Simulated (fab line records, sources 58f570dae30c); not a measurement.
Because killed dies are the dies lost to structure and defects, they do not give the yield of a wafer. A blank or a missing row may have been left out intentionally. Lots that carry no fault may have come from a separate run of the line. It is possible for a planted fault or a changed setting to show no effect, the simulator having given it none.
Lot-split experiment ; flow berkeley-cmos170 ; on a route of 331 steps: 5 lots, 23 wafers read

== ON THE SPLIT ==
At UCB170_PWELL_CVD_05 (deposits Si3N4 from SiH2Cl2/NH3, target thk 220 nm, time 3300 s), the setting time-s was moved away from the recipe's 3300 s on 15 of the 23 wafers read, by -10.2% to +7.2%. The other wafers ran this setting at the recipe's value.

Between the split and the reading, the file records no step.

== THE READING ==
Values of PWELL_NITRIDE_THK in nm from UCB170_PWELL_THK_MEAS_06. A value of 218.4 nm with a standard deviation of 1.7 nm is what fault-free wafers of this fab line usually give.

wafer;tool, chamber at the split;time-s as run, s;against the recipe;PWELL_NITRIDE_THK, nm;against lot-mates on the recipe
L076.1;-, -;3536;+7.2%;234.6;no lot-mate on the recipe
L076.2;-, -;3536;+7.2%;234.9;no lot-mate on the recipe
L076.3;-, -;3536;+7.2%;233.2;no lot-mate on the recipe
L076.4;-, -;3536;+7.2%;235.1;no lot-mate on the recipe
L076.5;-, -;3536;+7.2%;235.2;no lot-mate on the recipe
L078.1;lpcvd-01, 1;3300;recipe;216.1;-
L078.3;lpcvd-01, 1;3300;recipe;216.7;-
L078.6;lpcvd-01, 1;3300;recipe;217.4;-
L079.1;-, -;3154;-4.4%;209.3;no lot-mate on the recipe
L079.3;-, -;3154;-4.4%;206.3;no lot-mate on the recipe
L079.4;-, -;3154;-4.4%;208.9;no lot-mate on the recipe
L079.5;-, -;3154;-4.4%;206.3;no lot-mate on the recipe
L079.6;-, -;3154;-4.4%;206.2;no lot-mate on the recipe
L082.1;-, -;2965;-10.2%;194.1;no lot-mate on the recipe
L082.2;-, -;2965;-10.2%;194.6;no lot-mate on the recipe
L082.3;-, -;2965;-10.2%;194.9;no lot-mate on the recipe
L082.4;-, -;2965;-10.2%;196.4;no lot-mate on the recipe
L082.5;-, -;2965;-10.2%;194.4;no lot-mate on the recipe
L085.1;-, -;3300;recipe;220.1;-
L085.2;-, -;3300;recipe;221.1;-
L085.3;-, -;3300;recipe;222.4;-
L085.4;-, -;3300;recipe;221.4;-
L085.5;-, -;3300;recipe;221.8;-

THE FIT
A straight line over all 23 wafers: PWELL_NITRIDE_THK changes by +2.33 nm for each +1% of time-s; r = +0.99; the points scatter about the line by 1.9 nm.
Too few moved wafers have a lot-mate on the recipe to fit a line with each lot's own level taken away.

== THE WHOLE CHAIN: every reading that the file lists as answering this split, in the file's order ==
step;what it does;reading;change (the file's fit);r (the file's)
UCB170_PWELL_CVD_05;deposits Si3N4 from SiH2Cl2/NH3, target thk 220 nm, time 3300 s;Si3N4_of_PWELL_CVD_05.thk-nm (the simulator's own value, which no gauge read);+2.33 nm for each +1% of the setting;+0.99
UCB170_PWELL_THK_MEAS_06;;PWELL_NITRIDE_THK;+2.33 for each +1% of the setting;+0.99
UCB170_PWELL_ETCH_14;etches Si3N4 in CH3F/Ar/O2, stops on SiO2, target depth 242 nm, time 151 s;etch.depth-nm (the simulator's own value, which no gauge read);+2.33 nm for each +1% of the setting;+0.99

== THE FILE'S OWN FIT ==
PWELL_NITRIDE_THK changes by +2.33 nm for each +1% of time-s, r = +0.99.
